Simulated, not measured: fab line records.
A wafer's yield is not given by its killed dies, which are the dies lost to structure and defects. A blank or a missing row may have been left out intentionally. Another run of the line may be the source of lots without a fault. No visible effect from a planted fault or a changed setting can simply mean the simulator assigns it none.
fab line records + flow rit-cmos
record
- lots=6
- wafers=18
- last-day=7
route steps=202 shown NRETRO@60 PRETRO@64 GATE@75 M1@202
lots that met no fault: from a run of the same line without faults
start-h: hours from the record's opening day to when the first of the lot's shown wafers began + wait-h: how many hours have passed since the lot's step before this one + " same as the row above + L1.1+2: several wafers, shown together as one row + - no value present, or no start provided + * or withheld: withheld + < > ~ a bound
route shown NAME@n: names a module that has steps shown in the file, with the first one's number in the route + usual: mean and standard deviation over wafers with no fault + same: alike in all rows + chamber/n: place in a boat + sites: per-site readings + _std_site: standard deviation of those values + _edge_site: mean of outer sites minus mean of inner sites + radius-mm: for every site, how far away it sits from the centre of the wafer + mask NAME#n: copy n + behind: the tool/chamber that last shaped the wafer + hold: why the lot was held/for how many hours/how that ended + device: names the non-switching transistor (n, p or np) + end of line: at the end of the route, the tests of the same wafers + a step given without rows: its recipe and nothing more + killed: dies that structure and defects cost at the first sort, which is not the same as the wafer's yield + map: per-die view of a wafer (x killed, . not killed, _ where there is no die)
set.NAME: the run value of the setting; set.NAME@STEP: its run value at that earlier step + model.NAME: the simulator's own value behind a step, which no gauge read
lots seen at some steps along the route; tables by step, rows by wafer
services: the hour from which a tool's chamber was out of use, counted from the record's first day as start-h (under 0 if before that day), plus the number of hours and why
## steps
# step RIT_NRETRO_HARDBAKE_07
# recipe
- resist=NOVOLAK
- temp-c=140
- time-s=120
# step RIT_NRETRO_IMPLANT_08
# recipe
- species=P
- energy-kev=70
- dose-cm2=1.007e+13
- tilt-deg=7
# step RIT_NRETRO_STRIP_09
# recipe
- chemistry=O2
- time-s=180
- resist=NOVOLAK
- platen-temp-c=withheld
- power-w=500
- pressure-mtorr=4000
- o2-flow-sccm=4000
# usual
- drypump-motor-current-A=5.6/0.66
| lot.wafer | tool            | chamber | start-h | wait-h | drypump-motor-current-A | rf-hours-counter-h |
|-----------|-----------------|---------|---------|--------|-------------------------|--------------------|
| L872.1    | plasma-asher-02 | 0       | 30.96   | 0.1    | 5.4                     | 40                 |
| L872.3    | "               | 0       | "       | "      | 5.4                     | -                  |
| L872.6    | "               | 0       | "       | "      | 5.4                     | -                  |
| L874.1    | plasma-asher-01 | 0       | 41.69   | 0.1    | 4.9                     | 26                 |
| L874.3    | "               | 0       | "       | "      | 4.9                     | -                  |
| L874.4    | "               | 1       | "       | "      | 6.4                     | -                  |
| L875.1    | plasma-asher-02 | 0       | 46.83   | 0.1    | 5.4                     | 42                 |
| L875.3    | "               | 0       | "       | "      | 5.4                     | -                  |
| L875.4    | "               | 1       | "       | "      | 5.1                     | -                  |
| L877.1    | plasma-asher-02 | 1       | 55.60   | 0.1    | 5.1                     | 43                 |
| L877.3    | "               | 1       | "       | "      | 5.1                     | -                  |
| L877.4    | "               | 0       | "       | "      | 5.4                     | -                  |
| L886.1    | plasma-asher-04 | 0       | 103.87  | 0.1    | 5.4                     | 45                 |
| L886.2    | "               | 1       | "       | "      | 6.6                     | 45                 |
| L886.6    | "               | 0       | "       | "      | 5.4                     | -                  |
| L893.1    | plasma-asher-04 | 1       | 136.75  | 0.1    | 6.6                     | 49                 |
| L893.2    | "               | 0       | "       | "      | 5.4                     | 49                 |
| L893.6    | "               | 1       | "       | "      | 6.6                     | -                  |
# step RIT_NRETRO_TW_MEAS_10
# usual
- NRETRO_TW=1048/14
| lot.wafer | tool          | chamber | start-h | wait-h | NRETRO_TW |
|-----------|---------------|---------|---------|--------|-----------|
| L872.1    | film-metro-02 | -       | 31.14   | 0.1    | 1055      |
| L872.3    | "             | -       | "       | "      | 1053      |
| L872.6    | "             | -       | "       | "      | 1049      |
| L874.1    | film-metro-02 | -       | 41.87   | 0.1    | 1055      |
| L874.3    | "             | -       | "       | "      | 1048      |
| L874.4    | "             | -       | "       | "      | 1052      |
| L875.1    | film-metro-04 | -       | 47.00   | 0.1    | 1026      |
| L875.3    | "             | -       | "       | "      | 1033      |
| L875.4    | "             | -       | "       | "      | 1033      |
| L877.1    | film-metro-04 | -       | 55.78   | 0.1    | 1027      |
| L877.3    | "             | -       | "       | "      | 1026      |
| L877.4    | "             | -       | "       | "      | 1025      |
| L886.1    | film-metro-01 | -       | 104.05  | 0.1    | 1060      |
| L886.2    | "             | -       | "       | "      | 1060      |
| L886.6    | "             | -       | "       | "      | 1066      |
| L893.1    | film-metro-02 | -       | 136.93  | 0.1    | 1057      |
| L893.2    | "             | -       | "       | "      | 1061      |
| L893.6    | "             | -       | "       | "      | 1060      |
# step RIT_PRETRO_HMDS_00
# recipe
- prime-time-s=60
- prime-temp-c=140
# step RIT_PRETRO_COAT_01
# recipe
- resist=NOVOLAK
- spin-rpm=2000
- resist-thk-nm=1300
# step RIT_PRETRO_SOFTBAKE_02
# recipe
- resist=NOVOLAK
- temp-c=90
- time-s=60
# step RIT_PRETRO_EXPOSE_03
# recipe
- mask-id=M5
- na=0.57
- target-cd-nm=43700
- dose-mj=250
# step RIT_PRETRO_PEB_04
# recipe
- resist=NOVOLAK
- temp-c=withheld
- time-s=withheld
# step RIT_PRETRO_DEVELOP_05
# recipe
- resist=NOVOLAK
- develop-time-s=68
- dev-temp-c=23
# step RIT_PRETRO_OVL_MEAS_06
# usual
- PRETRO_OVL=1.1/1.1
| lot.wafer | tool       | chamber | start-h | wait-h | PRETRO_OVL[nm] |
|-----------|------------|---------|---------|--------|----------------|
| L872.1    | overlay-02 | -       | 32.20   | -      | -0.1           |
| L872.3    | "          | -       | "       | "      | 1.0            |
| L872.6    | "          | -       | "       | "      | 1.0            |
| L874.1    | overlay-02 | -       | 42.80   | -      | 0.2            |
| L874.3    | "          | -       | "       | "      | 1.8            |
| L874.4    | "          | -       | "       | "      | 1.6            |
| L875.1    | overlay-02 | -       | 48.07   | -      | 0.0            |
| L875.3    | "          | -       | "       | "      | -0.3           |
| L875.4    | "          | -       | "       | "      | 0.4            |
| L877.1    | overlay-02 | -       | 56.72   | -      | 0.5            |
| L877.3    | "          | -       | "       | "      | 1.2            |
| L877.4    | "          | -       | "       | "      | -0.2           |
| L886.1    | overlay-02 | -       | 105.22  | -      | 0.8            |
| L886.2    | "          | -       | "       | "      | 2.5            |
| L886.6    | "          | -       | "       | "      | 1.7            |
| L893.1    | overlay-01 | -       | 138.05  | -      | 0.1            |
| L893.2    | "          | -       | "       | "      | -0.2           |
| L893.6    | "          | -       | "       | "      | 0.7            |
# step RIT_PRETRO_HARDBAKE_07
# recipe
- resist=NOVOLAK
- temp-c=140
- time-s=120
# step RIT_PRETRO_IMPLANT_08
# recipe
- species=B
- energy-kev=45
- dose-cm2=1.2e+13
- tilt-deg=7
# usual
- dose-ions-cm2=1.1999e+13/1.2e+10
- faraday-current-uA=38.1/0.67
| lot.wafer | tool         | chamber | start-h | wait-h | dose-ions-cm2 | faraday-current-uA |
|-----------|--------------|---------|---------|--------|---------------|--------------------|
| L872.1    | implanter-04 | 0       | 32.49   | 0.2    | 1.1983e+13    | 38.3               |
| L872.3    | "            | 0       | "       | "      | 1.2016e+13    | 38.0               |
| L872.6    | "            | 0       | "       | "      | 1.2007e+13    | 38.5               |
| L874.1    | implanter-04 | 0       | 43.09   | 0.2    | 1.1986e+13    | 37.8               |
| L874.3    | "            | 0       | "       | "      | 1.1995e+13    | 37.7               |
| L874.4    | "            | 0       | "       | "      | 1.1998e+13    | 38.8               |
| L875.1    | implanter-04 | 0       | 48.35   | 0.2    | 6.597e+12     | 20.9               |
| L875.3    | "            | 0       | "       | "      | 6.61e+12      | 20.6               |
| L875.4    | "            | 0       | "       | "      | 6.585e+12     | 20.7               |
| L877.1    | implanter-04 | 0       | 57.00   | 0.2    | 6.604e+12     | 21.4               |
| L877.3    | "            | 0       | "       | "      | 6.599e+12     | 20.6               |
| L877.4    | "            | 0       | "       | "      | 6.607e+12     | 21.5               |
| L886.1    | implanter-02 | 0       | 105.51  | 0.2    | 1.2002e+13    | 37.5               |
| L886.2    | "            | 0       | "       | "      | 1.1988e+13    | 37.8               |
| L886.6    | "            | 0       | "       | "      | 1.1972e+13    | 37.8               |
| L893.1    | implanter-02 | 0       | 138.36  | 0.2    | 1.1998e+13    | 38.7               |
| L893.2    | "            | 0       | "       | "      | 1.1996e+13    | 37.7               |
| L893.6    | "            | 0       | "       | "      | 1.2002e+13    | 37.7               |
# step RIT_PRETRO_STRIP_09
# recipe
- chemistry=O2
- time-s=180
- resist=NOVOLAK
- platen-temp-c=withheld
- power-w=500
- pressure-mtorr=4000
- o2-flow-sccm=4000
# usual
- drypump-motor-current-A=5.6/0.51
| lot.wafer | tool            | chamber | start-h | wait-h | drypump-motor-current-A | rf-hours-counter-h |
|-----------|-----------------|---------|---------|--------|-------------------------|--------------------|
| L872.1    | plasma-asher-03 | 0       | 32.64   | 0.1    | 5.3                     | 38                 |
| L872.3    | "               | 1       | "       | "      | 5.5                     | -                  |
| L872.6    | "               | 0       | "       | "      | 5.4                     | -                  |
| L874.1    | plasma-asher-02 | 0       | 43.24   | 0.1    | 5.4                     | 42                 |
| L874.3    | "               | 0       | "       | "      | 5.4                     | -                  |
| L874.4    | "               | 1       | "       | "      | 5.1                     | -                  |
| L875.1    | plasma-asher-04 | 0       | 48.50   | 0.1    | 5.4                     | 38                 |
| L875.3    | "               | 0       | "       | "      | 5.4                     | -                  |
| L875.4    | "               | 1       | "       | "      | 6.6                     | -                  |
| L877.1    | plasma-asher-04 | 0       | 57.15   | 0.1    | 5.4                     | 40                 |
| L877.3    | "               | 1       | "       | "      | 6.7                     | -                  |
| L877.4    | "               | 0       | "       | "      | 5.4                     | -                  |
| L886.1    | plasma-asher-04 | 1       | 105.66  | 0.1    | 6.6                     | 45                 |
| L886.2    | "               | 0       | "       | "      | 5.4                     | 45                 |
| L886.6    | "               | 0       | "       | "      | 5.4                     | -                  |
| L893.1    | plasma-asher-04 | 0       | 138.51  | 0.1    | 5.4                     | 49                 |
| L893.2    | "               | 1       | "       | "      | 6.6                     | 49                 |
| L893.6    | "               | 0       | "       | "      | 5.4                     | -                  |
# step RIT_PRETRO_TW_MEAS_10
# usual
- PRETRO_TW=474/4.1
| lot.wafer | tool          | chamber | start-h | wait-h | PRETRO_TW |
|-----------|---------------|---------|---------|--------|-----------|
| L872.1    | film-metro-01 | -       | 32.81   | 0.1    | 475       |
| L872.3    | "             | -       | "       | "      | 476       |
| L872.6    | "             | -       | "       | "      | 475       |
| L874.1    | film-metro-03 | -       | 43.42   | 0.1    | 469       |
| L874.3    | "             | -       | "       | "      | 467       |
| L874.4    | "             | -       | "       | "      | 471       |
| L875.1    | film-metro-02 | -       | 48.68   | 0.1    | 393       |
| L875.3    | "             | -       | "       | "      | 393       |
| L875.4    | "             | -       | "       | "      | 390       |
| L877.1    | film-metro-02 | -       | 57.33   | 0.1    | 394       |
| L877.3    | "             | -       | "       | "      | 394       |
| L877.4    | "             | -       | "       | "      | 395       |
| L886.1    | film-metro-01 | -       | 105.83  | 0.1    | 479       |
| L886.2    | "             | -       | "       | "      | 479       |
| L886.6    | "             | -       | "       | "      | 477       |
| L893.1    | film-metro-02 | -       | 138.69  | 0.1    | 477       |
| L893.2    | "             | -       | "       | "      | 477       |
| L893.6    | "             | -       | "       | "      | 478       |
# step RIT_GATE_WET_ETCH_00
# recipe
- chemistry=BOE
- target=SiO2
- target-depth-nm=56
- time-s=60
- dry=n2-spin
- dilution=10:1
- temp-c=21.5
# step RIT_M1_PROBE_99
# usual
- killed_at_M0_to_M3=0.0/0.2
- killed-at-contacts=0.1/0.25
- killed-at-front-end=6/3.1
- killed-dies=6/3.1
- killed-open=2.9/2
- killed-short=3.3/2
# same
- gross-dies=264
- killed_at_M4_up=0
- killed-at-back-side=0
- killed-at-other=0
| lot.wafer | tool      | chamber | start-h | wait-h | killed_at_M0_to_M3 | killed-at-contacts | killed-at-front-end | killed-dies | killed-open | killed-short | model.etest.nmos_0p3.r-on-ohm-um | model.etest.nmos_0p15.r-on-ohm-um | model.etest.nmos-turned.drive-ua-um | model.etest.nmos_0p15.drive-ua-um | model.etest.nmos-narrow.drive-ua-um | model.etest.nmos_0p3.drive-ua-um | model.etest.nmos_0p15.off-log10-a-um | model.etest.retro-edge-nmos.off-log10-a-um |
|-----------|-----------|---------|---------|--------|--------------------|--------------------|---------------------|-------------|-------------|--------------|----------------------------------|-----------------------------------|-------------------------------------|-----------------------------------|-------------------------------------|----------------------------------|--------------------------------------|--------------------------------------------|
| L872.1    | prober-02 | -       | 57.66   | 0.1    | 0                  | 0                  | 9                   | 9           | 5           | 4            | 2124                             | 1114                              | 340.3                               | 474.1                             | 236.9                               | 229.2                            | -10.23                               | -9.952                                     |
| L872.3    | prober-02 | -       | 57.76   | 0.2    | 0                  | 0                  | 2                   | 2           | 0           | 2            | 2101                             | 1072                              | 347.6                               | 482.4                             | 237.8                               | 230.6                            | -9.941                               | -9.854                                     |
| L872.6    | prober-02 | -       | 57.91   | 0.2    | 0                  | 0                  | 2                   | 2           | 2           | 0            | 2145                             | 1141                              | 336.3                               | 471                               | 236.3                               | 230.1                            | -10.31                               | -10.32                                     |
| L874.1    | prober-02 | -       | 73.22   | 0.1    | 0                  | 1                  | 8                   | 9           | 8           | 1            | 2172                             | 1131                              | 334.3                               | 463.2                             | 228.5                               | 221.2                            | -10.34                               | -10.29                                     |
| L874.3    | prober-02 | -       | 73.32   | 0.2    | 0                  | 0                  | 6                   | 6           | 3           | 3            | 2132                             | 1120                              | 321.2                               | 454.2                             | 233.1                               | 224.9                            | -10.62                               | -10.58                                     |
| L874.4    | prober-02 | -       | 73.37   | 0.2    | 0                  | 0                  | 6                   | 6           | 4           | 2            | 2150                             | 1143                              | 331.9                               | 461                               | 231.7                               | 226.3                            | -10.61                               | -10.61                                     |
| L875.1    | prober-01 | -       | 79.25   | 0.1    | 0                  | 0                  | 8                   | 8           | 4           | 4            | 1951                             | 1016                              | 405.4                               | 521.1                             | 273.1                               | 264.2                            | -8.797                               | -8.73                                      |
| L875.3    | prober-01 | -       | 79.35   | 0.2    | 0                  | 0                  | 4                   | 4           | 2           | 2            | 1958                             | 1025                              | 409.7                               | 532.4                             | 270.1                               | 263.4                            | -8.741                               | -8.701                                     |
| L875.4    | prober-01 | -       | 79.40   | 0.2    | 0                  | 0                  | 7                   | 7           | 3           | 4            | 1930                             | 993.7                             | 428.8                               | 544.2                             | 276.6                               | 270.2                            | -8.244                               | -8.079                                     |
| L877.1    | prober-01 | -       | 86.03   | 0.1    | 0                  | 0                  | 5                   | 5           | 1           | 4            | 1940                             | 1036                              | 413.6                               | 537.2                             | 279                                 | 271.1                            | -8.602                               | -8.553                                     |
| L877.3    | prober-01 | -       | 86.13   | 0.2    | 0                  | 0                  | 8                   | 8           | 4           | 4            | 1922                             | 1059                              | 412.8                               | 543.7                             | 287.4                               | 277.1                            | -8.588                               | -8.41                                      |
| L877.4    | prober-01 | -       | 86.18   | 0.2    | 2                  | 0                  | 2                   | 4           | 0           | 2            | 1990                             | 1084                              | 400.9                               | 543.8                             | 281.9                               | 272.2                            | -8.34                                | -8.217                                     |
| L886.1    | prober-02 | -       | 132.92  | 0.1    | 0                  | 0                  | 8                   | 8           | 5           | 3            | 2190                             | 1145                              | 319.1                               | 455                               | 225.7                               | 219.3                            | -10.39                               | -10.23                                     |
| L886.2    | prober-02 | -       | 132.97  | 0.1    | 0                  | 0                  | 11                  | 11          | 5           | 6            | 2201                             | 1134                              | 315                                 | 459.7                             | 224.1                               | 220.1                            | -10.28                               | -10.28                                     |
| L886.6    | prober-02 | -       | 133.17  | 0.2    | 0                  | 0                  | 9                   | 9           | 2           | 6            | 2217                             | 1180                              | 310.4                               | 449.3                             | 226.7                               | 222.8                            | -10.56                               | -10.35                                     |
| L893.1    | prober-01 | -       | 163.84  | 0.1    | 0                  | 0                  | 7                   | 7           | 1           | 6            | 2176                             | 1154                              | 328                                 | 460.7                             | 227.1                               | 222.8                            | -10.39                               | -10.27                                     |
| L893.2    | prober-01 | -       | 163.89  | 0.1    | 0                  | 0                  | 8                   | 8           | 2           | 6            | 2222                             | 1185                              | 315.6                               | 444.8                             | 225                                 | 218.8                            | -10.39                               | -10.31                                     |
| L893.6    | prober-01 | -       | 164.09  | 0.2    | 0                  | 0                  | 4                   | 4           | 0           | 4            | 2191                             | 1151                              | 317.2                               | 445                               | 223.1                               | 218.3                            | -10.45                               | -10.32                                     |
# killed by level:class
L872.1 FOX1:geometric-particle:short=2 SILICIDE:geometric-particle:open=2 FOX1:geometric-particle:open=1 FOX2:geometric-particle:short=1 REOX:geometric-particle:open=1 SPACER:geometric-particle:open=1 SILICIDE:geometric-particle:short=1
L872.3 GATE:geometric-particle:short=1 REOX:geometric-particle:short=1
L872.6 ACTIVE:geometric-particle:open=1 GATE:geometric-particle:open=1
L874.1 FOX1:geometric-particle:open=2 SILICIDE:geometric-particle:open=2 FOX2:geometric-particle:open=1 GATE:geometric-particle:open=1 GATE:geometric-particle:short=1 SPACER:geometric-particle:open=1 CONTACT:geometric-particle:open=1
L874.3 GATE:geometric-particle:short=2 FOX2:geometric-particle:open=1 GATE:geometric-particle:open=1 SILICIDE:geometric-particle:short=1 SILICIDE:geometric-particle:open=1
L874.4 FOX2:geometric-particle:open=1 GATE:geometric-particle:open=1 SPACER:geometric-particle:open=1 SPACER:geometric-particle:short=1 SILICIDE:geometric-particle:open=1 SILICIDE:geometric-particle:short=1
L875.1 FOX1:geometric-particle:short=2 FOX1:geometric-particle:open=2 GATE:geometric-particle:open=2 FOX2:geometric-particle:short=1 GATE:geometric-particle:short=1
L875.3 GATE:geometric-particle:short=2 GATE:geometric-particle:open=2
L875.4 FOX1:geometric-particle:open=2 FOX1:geometric-particle:short=2 GATE:geometric-particle:short=1 SILICIDE:geometric-particle:open=1 SILICIDE:geometric-particle:short=1
L877.1 SPACER:geometric-particle:short=3 GATE:geometric-particle:open=1 GATE:geometric-particle:short=1
L877.3 GATE:geometric-particle:short=4 GATE:geometric-particle:open=3 SPACER:geometric-particle:open=1
L877.4 M1:coat-microbubble-printed=2 GATE:geometric-particle:short=1 SILICIDE:geometric-particle:short=1
L886.1 FOX1:geometric-particle:open=2 GATE:geometric-particle:open=2 FOX2:geometric-particle:short=1 GATE:geometric-particle:short=1 SILICIDE:geometric-particle:open=1 SILICIDE:geometric-particle:short=1
L886.2 SPACER:geometric-particle:short=3 FOX1:geometric-particle:open=2 SILICIDE:geometric-particle:short=2 GATE:geometric-particle:short=1 GATE:geometric-particle:open=1 SPACER:geometric-particle:open=1 SILICIDE:geometric-particle:open=1
L886.6 FOX1:geometric-particle:short=2 GATE:geometric-particle:open=2 REOX:geometric-particle:short=2 GATE:geometric-particle:short=1 SPACER:geometric-particle:short=1 ACTIVE:coat-microbubble-printed=1
L893.1 SPACER:geometric-particle:short=3 FOX2:geometric-particle:short=1 GATE:geometric-particle:short=1 GATE:geometric-particle:open=1 REOX:geometric-particle:short=1
L893.2 GATE:geometric-particle:short=4 GATE:geometric-particle:open=2 SILICIDE:geometric-particle:short=2
L893.6 REOX:geometric-particle:short=2 GATE:geometric-particle:short=1 SILICIDE:geometric-particle:short=1
## services
| tool            | chamber | start-h | hours | kind       |
|-----------------|---------|---------|-------|------------|
| plasma-asher-04 | -       | 21.83   | 2.8   | pm         |
| plasma-asher-02 | -       | 71.80   | 14.6  | pm         |
| implanter-02    | -       | 82.09   | 4.3   | repair     |
| plasma-asher-03 | -       | 88.64   | 1.2   | repair     |
| plasma-asher-03 | -       | 108.75  | 9.0   | pm         |
| plasma-asher-03 | 0       | 108.75  | 9.0   | vent-cycle |
| plasma-asher-03 | 1       | 108.75  | 9.0   | vent-cycle |
| implanter-02    | -       | 116.09  | 2.6   | repair     |
| plasma-asher-03 | 0       | 117.75  | -     | clean      |
| plasma-asher-03 | 1       | 117.75  | -     | clean      |
| implanter-02    | -       | 118.66  | 6.6   | pm         |
| implanter-04    | -       | 131.88  | 6.2   | repair     |
## key
first-sign
- step=RIT_PRETRO_IMPLANT_08
- reading=dose-ions-cm2
- direction=down
- sigmas=99+
- usual=1.1999e+13
- struck=6.601e+12
effect
- step=RIT_PRETRO_IMPLANT_08
- reading=faraday-current-uA
- direction=down
- sigmas=26
- usual=38.1
- struck=20.9
effect
- step=RIT_PRETRO_TW_MEAS_10
- reading=PRETRO_TW
- direction=down
- sigmas=20
- usual=474
- struck=393
model-effect
- step=RIT_M1_PROBE_99
- value=etest.nmos_0p3.r-on-ohm-um
- without=2126
- struck=1949
met-at RIT_PRETRO_IMPLANT_08
struck-wafers L875.1,L875.3,L875.4,L877.1,L877.3,L877.4
tester-left-out L875,L877
onset-between 43.09 48.35
fault
- kind=process-parameter-drift
- tool=implanter-04
- chamber=-
- onset-h=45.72
- steps=RIT_PRETRO_IMPLANT_08
- channel=dose-cm2
- offset=-5.4e+12
- shape=step
- end-h=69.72
- acts-in=these-recipes-only
- stated=1.2e+13
# tester-left-out: of these lots the tester's yield and bins aren't shown, on N5 and GAA mostly nor the transistor test; their killed dies are dies lost to structure and defects alone, not to doping, threshold or leakage, so they don't give the yield
